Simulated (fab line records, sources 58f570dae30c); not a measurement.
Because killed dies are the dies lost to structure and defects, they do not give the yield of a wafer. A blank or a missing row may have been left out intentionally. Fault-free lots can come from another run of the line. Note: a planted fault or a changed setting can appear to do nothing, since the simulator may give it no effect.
2 desks, one fault + flow berkeley-cmos170 + each desk has only its own numbers; what lay behind them comes last

## FOR THE TOOL OWNER'S DESK: pecvd-02
The tool's own readings at UCB170_SPACER_CVD_00 (deposits SiO2 from TEOS/O2, target thk 376 nm, time 47 s): means of the sampled wafers that have a number, for each lot that ran on this tool. A lot is out of limits, marked OUT, if its mean lies more than 4 standard deviations from the usual mean; the brackets give that distance.
Columns: A = heater-power-w at UCB170_SPACER_CVD_00, usual 250 W
| lot  | first seen here | A   |
|------|-----------------|-----|
| L558 | day 6 17:04     | 240 |
| L560 | day 7 06:51     | 237 |
| L564 | day 7 17:17     | 242 |
| L568 | day 8 12:46     | 241 |
| L572 | day 9 14:10     | 198 |
| L575 | day 10 00:17    | 234 |
This desk's verdict: no lot among the 6 shows anything out of limits.

## THE METROLOGY DESK
Means of the sampled wafers that have a number, per lot and without regard to the tool the lot ran on: this is what the gauges read. A lot is out of limits, marked OUT, if its mean lies more than 4 standard deviations from the usual mean; the brackets give that distance.
Columns: A = PFIELD_OVL at UCB170_PFIELD_OVL_MEAS_06, usual -1 nm; B = FIELD_OXIDE_THK at UCB170_FIELD_THK_MEAS_02, usual 558 nm; C = SPACER_TEOS_THK at UCB170_SPACER_THK_MEAS_01, usual 375 nm; D = NSD_OVL at UCB170_NSD_OVL_MEAS_07, usual -2 nm
| lot  | first seen here | A   | B   | C             | D   |
|------|-----------------|-----|-----|---------------|-----|
| L557 | day 4 05:21     | -9  | 573 | 380           | -11 |
| L558 | day 4 09:31     | -14 | 552 | 372           | 8   |
| L559 | day 4 16:56     | -1  | 551 | 371           | -3  |
| L560 | day 5 00:28     | -2  | 558 | 372           | 0   |
| L562 | day 5 05:08     | -0  | 549 | 373           | 3   |
| L564 | day 5 19:58     | -3  | 560 | 369           | 0   |
| L563 | day 5 20:06     | -4  | 551 | 379           | -4  |
| L565 | day 6 04:41     | -4  | 553 | 378           | -10 |
| L568 | day 6 19:35     | -0  | 565 | 376           | -6  |
| L572 | day 7 22:11     | 1   | 562 | 230 (-33) OUT | 1   |
| L575 | day 8 03:38     | 3   | 555 | 236 (-32) OUT | -4  |
| L577 | day 8 17:38     | 5   | 561 | 375           | -2  |
| L579 | day 8 22:54     | 5   | 553 | 376           | -10 |
| L580 | day 8 23:10     | -1  | 539 | 375           | 5   |
This desk finds L572, L575 out of limits, with the earliest case on L572 at day 9 14:13 (SPACER_TEOS_THK at UCB170_SPACER_THK_MEAS_01). In limits: L557, L558, L559, L560, L562, L564, L563, L565, L568, L577, L579, L580.

## TAKEN TOGETHER
On L572, L575, the metrology desk was in a position to raise an alarm at day 9 14:13.
The tool owner's desk saw nothing out of limits.
Tool owner's desk: L572, L575 on record, inside its limits.
On pecvd-02, each named lot ran UCB170_SPACER_CVD_00.

## WHAT HAD BEEN PUT IN BY THE SIMULATOR
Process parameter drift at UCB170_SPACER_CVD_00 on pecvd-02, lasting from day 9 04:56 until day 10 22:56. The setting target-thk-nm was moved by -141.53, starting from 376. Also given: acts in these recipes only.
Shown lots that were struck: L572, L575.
Time in hours between the start of the fault and the first out-of-limits reading at each desk: metrology desk, 9.
